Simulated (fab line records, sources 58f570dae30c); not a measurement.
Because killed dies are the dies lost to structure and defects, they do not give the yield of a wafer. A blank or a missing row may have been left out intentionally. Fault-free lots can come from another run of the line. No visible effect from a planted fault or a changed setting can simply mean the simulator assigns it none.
Lot-split experiment	flow berkeley-cmos170	23 wafers read across 5 lots, on a route 331 steps long

## ON THE SPLIT
At UCB170_SCREENOX_OXIDATION_01 (target thk 14.4 nm, ox time 2400 s), the setting temp-c was moved away from the recipe's 900 C on 20 of the 23 wafers read, by -2.4% to +1.7%. All remaining wafers had this setting at the recipe value.

Between the split and the reading, the file records no step.

## THE READING
SCREENOX_OXIDE_THK in nanometres, read at UCB170_SCREENOX_THK_MEAS_02. On this fab line, fault-free wafers typically give 14.17 nm with a standard deviation of 0.22 nm.

wafer	tool, chamber at the split	temp-c as run, C	against the recipe	SCREENOX_OXIDE_THK, nm	against lot-mates on the recipe
L075.1	-, -	915.6	+1.7%	17.01	no lot-mate on the recipe
L075.2	-, -	915.6	+1.7%	16.89	no lot-mate on the recipe
L075.3	-, -	915.6	+1.7%	16.88	no lot-mate on the recipe
L075.4	-, -	915.6	+1.7%	16.98	no lot-mate on the recipe
L075.5	-, -	915.6	+1.7%	17.09	no lot-mate on the recipe
L079.1	-, -	883	-1.9%	11.66	no lot-mate on the recipe
L079.2	-, -	883	-1.9%	11.85	no lot-mate on the recipe
L079.3	-, -	883	-1.9%	11.82	no lot-mate on the recipe
L079.4	-, -	883	-1.9%	11.97	no lot-mate on the recipe
L079.6	-, -	883	-1.9%	11.80	no lot-mate on the recipe
L080.2	furnace-01, 0	900	recipe	14.49	-
L080.3	furnace-01, 0	900	recipe	14.27	-
L080.4	furnace-01, 0	900	recipe	14.62	-
L081.1	-, -	887.4	-1.4%	12.57	no lot-mate on the recipe
L081.3	-, -	887.4	-1.4%	12.53	no lot-mate on the recipe
L081.4	-, -	887.4	-1.4%	12.56	no lot-mate on the recipe
L081.5	-, -	887.4	-1.4%	12.63	no lot-mate on the recipe
L081.6	-, -	887.4	-1.4%	12.68	no lot-mate on the recipe
L082.1	-, -	878.5	-2.4%	10.97	no lot-mate on the recipe
L082.2	-, -	878.5	-2.4%	10.94	no lot-mate on the recipe
L082.4	-, -	878.5	-2.4%	11.00	no lot-mate on the recipe
L082.5	-, -	878.5	-2.4%	11.04	no lot-mate on the recipe
L082.6	-, -	878.5	-2.4%	10.88	no lot-mate on the recipe

FIT RESULTS
A straight line over all 23 wafers: SCREENOX_OXIDE_THK changes by +1.44 nm for each +1% of temp-c; r = +1.00; the points scatter about the line by 0.12 nm.
Too few moved wafers have a lot-mate on the recipe to fit a line with each lot's own level taken away.

## THE WHOLE CHAIN: every reading that the file lists as answering this split, in the file's order
step	what it does	reading	change (the file's fit)	r (the file's)
UCB170_SCREENOX_OXIDATION_01	target thk 14.4 nm, ox time 2400 s	SiO2_of_SCREENOX_OXIDATION_01.thk-nm (the simulator's own value, which no gauge read)	+1.44 nm for each +1% of the setting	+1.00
UCB170_SCREENOX_THK_MEAS_02		SCREENOX_OXIDE_THK	+1.44 for each +1% of the setting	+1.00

## FILE'S OWN FIT
SCREENOX_OXIDE_THK changes by +1.44 nm for each +1% of temp-c, r = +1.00.
